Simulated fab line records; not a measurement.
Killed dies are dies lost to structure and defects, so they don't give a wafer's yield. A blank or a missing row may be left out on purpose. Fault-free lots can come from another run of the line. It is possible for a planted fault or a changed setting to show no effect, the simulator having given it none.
Split-lot experiment | flow ritCmos | 17 wafers read from 5 lots, route of 202 steps

THE SPLIT
At RIT_GATE_DEVELOP_15 (develop time 50 s), the setting developTimeS was moved away from the recipe's 50 s on 3 of the 17 wafers read, by -55.6% to +23.6%. All remaining wafers had this setting at the recipe value.

FROM THE SPLIT TO THE READING: what the file shows between them, 11 steps
- RIT_GATE_ETCH_19: etches poly-Si in SF6/CHF3/O2, stops on SiO2, time 165 s, target depth 312.5 nm (also split here: timeS)
- RIT_CONTACT_CVD_00: deposits SiO2 from TEOS, target thk 400 nm, time 61 s (also split here: timeS)
- RIT_CONTACT_THK_MEAS_01
- RIT_CONTACT_HMDS_02: prime time 60 s
- RIT_CONTACT_COAT_03: resist thk 1000 nm
- RIT_CONTACT_HARDBAKE_10: time 60 s
- RIT_CONTACT_ETCH_11: etches SiO2 in CHF3/CF4/Ar, stops on TiSi2, target depth 480 nm, time 320 s
- RIT_M1_METAL_ETCH_12: etches Al in Cl2/BCl3, stops on SiO2, time 165 s, target depth 600 nm (also split here: timeS)
- RIT_M1_STRIP_13: strips in nmp, time 600 s
- RIT_M1_STRIP_14: strips in O2, time 180 s
- RIT_M1_ANNEAL_15: time 1800 s

THE READING
etest.pmos_0p15.rOnOhmUm (the simulator's own value, which no gauge read), at RIT_M1_PROBE_99. The file does not state a usual value for it. The 14 wafers here that ran the recipe average 2638, standard deviation 1.7e+02.

wafer  | tool, chamber at the split | developTimeS as run, s | against the recipe | etest.pmos_0p15.rOnOhmUm | against lot-mates on the recipe
L074.1 | lithoTrack-01, 0           | 50                     | recipe             | 2624                     | -
L074.2 | lithoTrack-01, 0           | 50                     | recipe             | 2695                     | -
L074.3 | lithoTrack-01, 0           | 50                     | recipe             | 2464                     | -
L074.4 | lithoTrack-01, 0           | 50                     | recipe             | 2498                     | -
L074.5 | lithoTrack-01, 0           | 50                     | recipe             | 2653                     | -
L074.6 | lithoTrack-01, 0           | 50                     | recipe             | 2376                     | -
L077.1 | lithoTrack-02, 0           | 61.81                  | +23.6%             | 2017                     | -800
L077.5 | lithoTrack-02, 0           | 61.81                  | +23.6%             | 1904                     | -913
L077.6 | lithoTrack-02, 0           | 50                     | recipe             | 2817                     | -
L078.1 | lithoTrack-03, 0           | 50                     | recipe             | 2862                     | -
L078.3 | lithoTrack-03, 0           | 50                     | recipe             | 2899                     | -
L078.4 | lithoTrack-03, 0           | 50                     | recipe             | 2825                     | -
L079.1 | lithoTrack-01, 0           | 50                     | recipe             | 2489                     | -
L079.4 | lithoTrack-01, 0           | 22.21                  | -55.6%             | 6463                     | +3982
L079.5 | lithoTrack-01, 0           | 50                     | recipe             | 2474                     | -
L084.3 | lithoTrack-02, 0           | 50                     | recipe             | 2467                     | -
L084.5 | lithoTrack-02, 0           | 50                     | recipe             | 2787                     | -

FIT RESULTS
A straight line over all 17 wafers: etest.pmos_0p15.rOnOhmUm changes by -57.9 for each +1% of developTimeS; r = -0.95; the points scatter about the line by 3.2e+02.
The same after taking each lot's own level away (the mean of its wafers on the recipe; 17 wafers): -62 for each +1%; r = -0.97; scatter 2.6e+02.
The reading moves by 3.4e+03 for the largest change in developTimeS, on that fit.
Across the lots, their own levels run from 2481.5 to 2862.0, a range of 2.2 times the standard deviation given above.
The two slopes are in agreement: the lot-to-lot level therefore moves the slope only a little.
Check: for one of the wafers moved furthest among these (-55.6%), held out of the fit, the line's prediction against its lot-mates is +2.02e+03. Against them it came out at +3.98e+03.

THE OTHER SPLITS THESE WAFERS WENT THROUGH
Note: prior to the reading, these wafers also went through further splits. Each is held against what the fit with the lots' levels taken away leaves over:
other split on the same wafers  | wafers away from the commonest value | r with etest.pmos_0p15.rOnOhmUm (lot level and that fit taken away)
RIT_ACTIVE_OXIDATION_01 oxTimeS | 5                                    | -0.34
RIT_GATE_ETCH_19 timeS          | 6                                    | -0.53
RIT_CONTACT_CVD_00 timeS        | 4                                    | -0.07
RIT_M1_METAL_ETCH_12 timeS      | 6                                    | +0.17

THE WHOLE CHAIN: every reading that the file lists as answering this split, in the file's order
step            | what it does | reading                                                                    | change (the file's fit)                                                              | r (the file's)
RIT_M1_PROBE_99 |              | etest.pmos_0p3.rOnOhmUm (the simulator's own value, which no gauge read)   | -52.7 for each +1% of the setting                                                    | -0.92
RIT_M1_PROBE_99 |              | etest.nmos_0p15.rOnOhmUm (the simulator's own value, which no gauge read)  | -17.5 for each +1% of the setting                                                    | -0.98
RIT_M1_PROBE_99 |              | etest.npolyLine.lineOhmUm (the simulator's own value, which no gauge read) | not straight: 58.86 at the lowest setting, 164.6 at the recipe, 591.8 at the highest | not given
RIT_M1_PROBE_99 |              | etest.pmos_0p15.rOnOhmUm (the simulator's own value, which no gauge read)  | -66.2 for each +1% of the setting                                                    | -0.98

FILE'S OWN FIT
etest.pmos_0p15.rOnOhmUm changes by -66.2 for each +1% of developTimeS, r = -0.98.
